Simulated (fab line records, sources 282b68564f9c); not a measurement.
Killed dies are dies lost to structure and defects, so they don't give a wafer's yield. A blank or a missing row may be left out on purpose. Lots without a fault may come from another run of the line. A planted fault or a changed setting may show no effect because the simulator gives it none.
One fault seen from 2 desks | flow rit_cmos | each desk has only its own numbers; what lay behind them comes last

THE TOOL OWNER'S DESK: furnace-04
The tool's own readings at RIT_FOX1_OXIDATION_00 (target thk 350.7 nm, ox time 1130 s): means of the sampled wafers that have a number, for each lot that ran on this tool. A lot is out of limits, marked OUT, if its mean lies more than 4 standard deviations from the usual mean; the brackets give that distance.
Columns: A = zone_power_source_pct at RIT_FOX1_OXIDATION_00, usual 43 %
lot  | first seen here | A
L213 | day 2 23:13     | 48
L214 | day 3 07:50     | 48
L218 | day 4 02:16     | 48
L221 | day 4 16:59     | 48
L222 | day 4 21:33     | 49
L225 | day 5 14:59     | 48
This desk's finding: nothing out of limits on any of the 6 lots.

THE METROLOGY DESK
What the gauges read, lot by lot, whatever tool the lot ran on: means of the sampled wafers that have a number. A lot is out of limits, marked OUT, if its mean lies more than 4 standard deviations from the usual mean; the brackets give that distance.
Columns: A = FOX1_OXIDE_THK at RIT_FOX1_THK_MEAS_01, usual 351 nm; B = NRETRO_OVL at RIT_NRETRO_OVL_MEAS_06, usual 0.2 nm
lot  | first seen here | A             | B
L207 | day 1 19:09     | 343           | 0.6
L208 | day 2 01:29     | 356           | 1.2
L209 | day 2 05:26     | 345           | -1.7
L210 | day 2 09:57     | 358           | -0.6
L211 | day 2 16:21     | 341           | 0.5
L213 | day 3 00:33     | 364           | 1.9
L214 | day 3 09:08     | 358           | -2.1
L217 | day 3 22:52     | 343           | 0.2
L218 | day 4 03:35     | 360           | 1.1
L219 | day 4 06:28     | 349           | -0.2
L221 | day 4 18:19     | 432 (+11) OUT | 0.2
L222 | day 4 22:52     | 444 (+12) OUT | 1.0
L225 | day 5 16:19     | 444 (+12) OUT | 1.2
L226 | day 5 21:06     | 348           | 0.7
L229 | day 6 15:56     | 345           | 1.4
This desk's finding: out of limits on L221, L222, L225; first on L221, day 4 18:19 (FOX1_OXIDE_THK at RIT_FOX1_THK_MEAS_01). In limits: L207, L208, L209, L210, L211, L213, L214, L217, L218, L219, L226, L229.

PUT TOGETHER
The metrology desk could have raised an alarm at day 4 18:19, on L221, L222, L225.
The tool owner's desk saw nothing out of limits.
The tool owner's desk has L221, L222, L225 on record, within its limits.
Of the lots named, all ran RIT_FOX1_OXIDATION_00 on furnace-04.

WHAT THE SIMULATOR HAD PUT IN
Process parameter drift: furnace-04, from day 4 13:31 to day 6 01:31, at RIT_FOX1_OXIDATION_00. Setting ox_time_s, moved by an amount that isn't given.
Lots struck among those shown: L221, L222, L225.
Hours from the fault's start to each desk's first reading out of limits: the metrology desk, 5.
